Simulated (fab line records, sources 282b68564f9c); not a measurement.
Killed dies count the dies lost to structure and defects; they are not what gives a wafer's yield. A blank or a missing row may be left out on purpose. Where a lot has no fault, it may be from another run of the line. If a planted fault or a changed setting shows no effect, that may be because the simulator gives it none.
Which tool did it? / flow ritCmos / 6 lots with 18 wafers sampled at 2 steps, on a route of 202 steps

WHAT EACH GAUGE READ, for each wafer
RIT_PWELL_OVL_MEAS_06.
lot=L793; measured=day 2 07:59; on=overlay-02; PWELL_OVL (nm)=-0.5 -0.6 -0.9
lot=L795; measured=day 2 14:33; on=overlay-01; PWELL_OVL (nm)=-0.7 0.0 1.4
lot=L797; measured=day 3 01:20; on=overlay-01; PWELL_OVL (nm)=2.5 1.1 0.6
lot=L806; measured=day 4 23:45; on=overlay-02; PWELL_OVL (nm)=1.2 -0.1 2.3
lot=L812; measured=day 6 04:22; on=overlay-01; PWELL_OVL (nm)=-2.3 -1.1 -2.2
lot=L814; measured=day 6 16:52; on=overlay-02; PWELL_OVL (nm)=-1.9 -0.8 -0.1

WHICH TOOL RAN EACH LOT (tool, then ch and the chambers of the sampled wafers, then the start)
lot=L793; RIT_NWELL_STRIP_09=plasmaAsher-03 ch 0,1, day 2 06:52
lot=L795; RIT_NWELL_STRIP_09=plasmaAsher-02 ch 0, day 2 13:26
lot=L797; RIT_NWELL_STRIP_09=plasmaAsher-03 ch 0,1, day 3 00:14
lot=L806; RIT_NWELL_STRIP_09=plasmaAsher-03 ch 0,1, day 4 22:38
lot=L812; RIT_NWELL_STRIP_09=plasmaAsher-02 ch 0,1, day 6 03:08
lot=L814; RIT_NWELL_STRIP_09=plasmaAsher-02 ch 0,1, day 6 15:46
- RIT_NWELL_STRIP_09: strips in O2, time 180 s.

THE ANSWER, worked out from the rows above alone
Rule: what is usual is taken from the lots themselves. The widest of any qualifying gaps counts: lots, ordered by their means at a reading, are off when they make up no more than a third of the lots, leave a main group of 4 or more, and stand apart from it by 3 or more times the standard deviation of that group's means. A main group whose means are all the same, to the digits that the tables above print for the reading, isn't used. A lot without any number at a reading at which 4 lots or more have one is off too. Where the step has rows for the other lots, those lots are counted as sound.
None of the lots is off at any reading shown; this tells nothing.

WHAT THE SIMULATOR HAD INSERTED
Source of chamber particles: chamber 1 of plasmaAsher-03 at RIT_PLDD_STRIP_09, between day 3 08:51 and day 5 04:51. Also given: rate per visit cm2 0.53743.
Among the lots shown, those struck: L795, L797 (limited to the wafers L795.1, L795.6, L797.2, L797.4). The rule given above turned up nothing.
